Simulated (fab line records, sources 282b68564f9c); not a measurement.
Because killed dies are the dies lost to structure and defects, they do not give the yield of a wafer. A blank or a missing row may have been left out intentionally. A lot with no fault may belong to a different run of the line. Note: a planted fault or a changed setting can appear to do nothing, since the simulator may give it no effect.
Problem report in the 8D (eight disciplines) form, filled by code | flow rit cmos | the parts of the form that need people (team, actions taken, sign-off) are left out

== 1. THE ISSUE ==
Across 6 wafers from 2 lots, SILICIDE_TI_RS at RIT_SILICIDE_RS_MEAS_02 averages 23.3 ohm/sq, while fault-free wafers read 47.8 ohm/sq with a standard deviation of 0.75. That is -33 standard deviations from the usual mean.
The step: measures by four-point-probe.
The first sign was on wafer L146.1 at day 5 01:17, on film metro-02. The record holds 42 wafers of 14 lots with a number at this step. Rule for "out" (also "out of limits"): further than 4 standard deviations from the usual mean. The rest of the wafers with a number are treated as sound.

== 2. WHAT IT IS AND WHAT IT IS NOT ==
question                    | is                           | is not
which readings at this step | SILICIDE_TI_RS               | -
which lots                  | L146, L148                   | L138, L139, L140, L141, L142, L143, L153, L155, L157, L159, L160, L161
which wafers of those lots  | all that have a number       | -
read on which gauges        | film metro-02, film metro-03 | film metro-04
when                        | from day 5 01:17             | up to then (18 sound wafers); but 18 sound wafers of L153, L155, L157, L159, L160, L161 came after

== 3. WHAT RULES OUT EACH SUSPECT ==
Counting: a tool at a process step up to the reading stays a suspect if it ran every lot that is out and no sound lot after the first of them.
- ruled out: the gauge at RIT_SILICIDE_RS_MEAS_02. 2 gauges (film metro-02, film metro-03) read the wafers that are out.
- pvd sputter-01 at RIT_SILICIDE_SPUTTER_01 (material Ti, target thk 30 nm, time 240 s): ruled out as a lasting fault. After its first lot that is out, L146 (day 5 01:08), sound lots L160 ran on it.
Left after counting: nothing in the record.

== 4. THE CAUSE (what the simulator had put in) ==
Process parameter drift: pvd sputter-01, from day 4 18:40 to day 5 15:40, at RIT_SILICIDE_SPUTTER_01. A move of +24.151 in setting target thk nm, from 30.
It was ruled out by counting, in error; the rule expects a fault to strike all lots run on its tool from its start on, and this fault did not.

== 5. THE EFFECT CHAIN, in route order ==
Each row: a reading whose mean over the struck wafers that have a number lies more than 3 standard deviations from the usual. Readings are gone through only where the record gives a usual standard deviation; hours: the median, over the lots, of the time from a lot's start at the first step in this table giving one to that lot's start at this step; sigmas: the change measured in usual standard deviations.
hours | step                     | reading         | usual       | on struck wafers | change | sigmas
0     | RIT_SILICIDE_RS_MEAS_02  | SILICIDE_TI_RS  | 47.8 ohm/sq | 23.3             | -24.5  | -33
0     | RIT_SILICIDE_THK_MEAS_03 | SILICIDE_TI_THK | 30.0 nm     | 53.9             | +23.9  | +53

== 6. WHAT WOULD HAVE CAUGHT IT SOONER ==
Counted from the fault's start at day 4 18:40, it took 7 hours until the first out-of-limits reading at a measuring or inspecting step in this record, taken at day 5 01:17.
Of the tool readings at RIT_SILICIDE_SPUTTER_01 for which the record gives a usual standard deviation, none was out on any struck wafer, so an alarm limit of 4 standard deviations on them would not have fired.
